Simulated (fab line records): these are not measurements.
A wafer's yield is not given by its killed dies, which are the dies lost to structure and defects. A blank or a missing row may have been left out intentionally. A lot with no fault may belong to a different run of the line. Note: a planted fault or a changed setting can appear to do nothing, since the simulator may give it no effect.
Split-lot study || flow rit-cmos || 23 wafers read from 5 lots, route of 202 steps

## ON THE SPLIT
At RIT_PSD_IMPLANT_08, the setting energy-kev was moved away from the recipe's 27 on 7 of the 23 wafers read, by -1.9% to +4.7%. All remaining wafers had this setting at the recipe value.

## FROM THE SPLIT TO THE READING: what the file shows between them, 3 steps
- RIT_PSD_STRIP_09: strips in O2, time 180 s
- RIT_SDANNEAL_CLEAN_02: cleans in SC2, time 600 s
- RIT_SDANNEAL_RTA_03: time 4.9 s

## THE READING
At RIT_SDANNEAL_RS_MEAS_04, a four-point-probe measurement gives PSD_RS in ohm/sq. Typical for fault-free wafers on this fab line: 116.3 ohm/sq, with standard deviation 0.31 ohm/sq.

{"wafer": "L074.1", "tool, chamber at the split": "implanter-02, 0", "energy-kev as run": 27, "against the recipe": "recipe", "PSD_RS, ohm/sq": 116.0, "against lot-mates on the recipe": "-"}
{"wafer": "L074.4", "tool, chamber at the split": "implanter-02, 0", "energy-kev as run": 27, "against the recipe": "recipe", "PSD_RS, ohm/sq": 116.2, "against lot-mates on the recipe": "-"}
{"wafer": "L074.5", "tool, chamber at the split": "implanter-02, 0", "energy-kev as run": 27, "against the recipe": "recipe", "PSD_RS, ohm/sq": 115.9, "against lot-mates on the recipe": "-"}
{"wafer": "L076.1", "tool, chamber at the split": "implanter-02, 0", "energy-kev as run": 27, "against the recipe": "recipe", "PSD_RS, ohm/sq": 116.4, "against lot-mates on the recipe": "-"}
{"wafer": "L076.2", "tool, chamber at the split": "implanter-02, 0", "energy-kev as run": 27, "against the recipe": "recipe", "PSD_RS, ohm/sq": 116.4, "against lot-mates on the recipe": "-"}
{"wafer": "L076.4", "tool, chamber at the split": "implanter-02, 0", "energy-kev as run": 27, "against the recipe": "recipe", "PSD_RS, ohm/sq": 116.4, "against lot-mates on the recipe": "-"}
{"wafer": "L076.5", "tool, chamber at the split": "implanter-02, 0", "energy-kev as run": 27, "against the recipe": "recipe", "PSD_RS, ohm/sq": 116.9, "against lot-mates on the recipe": "-"}
{"wafer": "L076.6", "tool, chamber at the split": "implanter-02, 0", "energy-kev as run": 27, "against the recipe": "recipe", "PSD_RS, ohm/sq": 116.7, "against lot-mates on the recipe": "-"}
{"wafer": "L077.1", "tool, chamber at the split": "implanter-03, 0", "energy-kev as run": 26.57, "against the recipe": "-1.6%", "PSD_RS, ohm/sq": 117.3, "against lot-mates on the recipe": "+1.0"}
{"wafer": "L077.3", "tool, chamber at the split": "implanter-03, 0", "energy-kev as run": 27, "against the recipe": "recipe", "PSD_RS, ohm/sq": 116.2, "against lot-mates on the recipe": "-"}
{"wafer": "L077.4", "tool, chamber at the split": "implanter-03, 0", "energy-kev as run": 27, "against the recipe": "recipe", "PSD_RS, ohm/sq": 116.4, "against lot-mates on the recipe": "-"}
{"wafer": "L077.5", "tool, chamber at the split": "implanter-03, 0", "energy-kev as run": 26.57, "against the recipe": "-1.6%", "PSD_RS, ohm/sq": 117.2, "against lot-mates on the recipe": "+0.9"}
{"wafer": "L077.6", "tool, chamber at the split": "implanter-03, 0", "energy-kev as run": 27, "against the recipe": "recipe", "PSD_RS, ohm/sq": 116.3, "against lot-mates on the recipe": "-"}
{"wafer": "L081.1", "tool, chamber at the split": "implanter-04, 0", "energy-kev as run": 27, "against the recipe": "recipe", "PSD_RS, ohm/sq": 117.2, "against lot-mates on the recipe": "-"}
{"wafer": "L081.2", "tool, chamber at the split": "implanter-04, 0", "energy-kev as run": 26.48, "against the recipe": "-1.9%", "PSD_RS, ohm/sq": 117.8, "against lot-mates on the recipe": "+0.9"}
{"wafer": "L081.4", "tool, chamber at the split": "implanter-04, 0", "energy-kev as run": 26.48, "against the recipe": "-1.9%", "PSD_RS, ohm/sq": 118.3, "against lot-mates on the recipe": "+1.4"}
{"wafer": "L081.5", "tool, chamber at the split": "implanter-04, 0", "energy-kev as run": 27, "against the recipe": "recipe", "PSD_RS, ohm/sq": 116.8, "against lot-mates on the recipe": "-"}
{"wafer": "L081.6", "tool, chamber at the split": "implanter-04, 0", "energy-kev as run": 27, "against the recipe": "recipe", "PSD_RS, ohm/sq": 116.6, "against lot-mates on the recipe": "-"}
{"wafer": "L083.1", "tool, chamber at the split": "implanter-04, 0", "energy-kev as run": 27, "against the recipe": "recipe", "PSD_RS, ohm/sq": 116.6, "against lot-mates on the recipe": "-"}
{"wafer": "L083.3", "tool, chamber at the split": "implanter-04, 0", "energy-kev as run": 28.28, "against the recipe": "+4.7%", "PSD_RS, ohm/sq": 113.9, "against lot-mates on the recipe": -2.6}
{"wafer": "L083.4", "tool, chamber at the split": "implanter-04, 0", "energy-kev as run": 27, "against the recipe": "recipe", "PSD_RS, ohm/sq": 116.5, "against lot-mates on the recipe": "-"}
{"wafer": "L083.5", "tool, chamber at the split": "implanter-04, 0", "energy-kev as run": 28.28, "against the recipe": "+4.7%", "PSD_RS, ohm/sq": 113.9, "against lot-mates on the recipe": -2.6}
{"wafer": "L083.6", "tool, chamber at the split": "implanter-04, 0", "energy-kev as run": 28.28, "against the recipe": "+4.7%", "PSD_RS, ohm/sq": 113.5, "against lot-mates on the recipe": -3.0}

FIT RESULTS
A straight line over all 23 wafers: PSD_RS changes by -0.592 ohm/sq for each +1% of energy-kev; r = -0.96; the points scatter about the line by 0.33 ohm/sq.
The same after taking each lot's own level away (the mean of its wafers on the recipe; 23 wafers): -0.591 ohm/sq for each +1%; r = -0.99; scatter 0.18 ohm/sq.
According to that fit, moving energy-kev by its largest amount changes the reading by 2.8 ohm/sq.
Measured against the standard deviation above, the lots' own levels, which go from 116.03 to 116.87 ohm/sq, span 2.7 times it.
Hence the lot-to-lot level has little effect on the slope; both slopes agree.
Check: with one of the wafers moved furthest among these (+4.7%) left out of the fit, the line predicts -2.85 ohm/sq for it against its lot-mates. It came out at -2.65 ohm/sq against them.

## FURTHER SPLITS ON THESE WAFERS
These wafers also went through other splits before the reading. Each is held against what the fit with the lots' levels taken away leaves over:
{"other split on the same wafers": "RIT_PLDD_IMPLANT_08 energy-kev", "wafers away from the commonest value": 7, "r with PSD_RS (lot level and that fit taken away)": "+0.22"}
{"other split on the same wafers": "RIT_SPACER_ETCHBACK_05 time-s", "wafers away from the commonest value": 7, "r with PSD_RS (lot level and that fit taken away)": "+0.30"}

## THE WHOLE CHAIN: every reading that the file lists as answering this split, in the file's order
{"step": "RIT_PSD_IMPLANT_08", "what it does": "", "reading": "implant.rp-nm (the simulator's own value, which no gauge read)", "change (the file's fit)": "+0.176 nm for each +1% of the setting", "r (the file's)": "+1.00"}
{"step": "RIT_PSD_IMPLANT_08", "what it does": "", "reading": "implant.drp-nm (the simulator's own value, which no gauge read)", "change (the file's fit)": "+0.0844 nm for each +1% of the setting", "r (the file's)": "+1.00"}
{"step": "RIT_SDANNEAL_RS_MEAS_04", "what it does": "measures by four-point-probe", "reading": "PSD_RS", "change (the file's fit)": "-0.6 for each +1% of the setting", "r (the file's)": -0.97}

## THE FILE'S OWN FIT
PSD_RS changes by -0.6 ohm/sq for each +1% of energy-kev, r = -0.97.
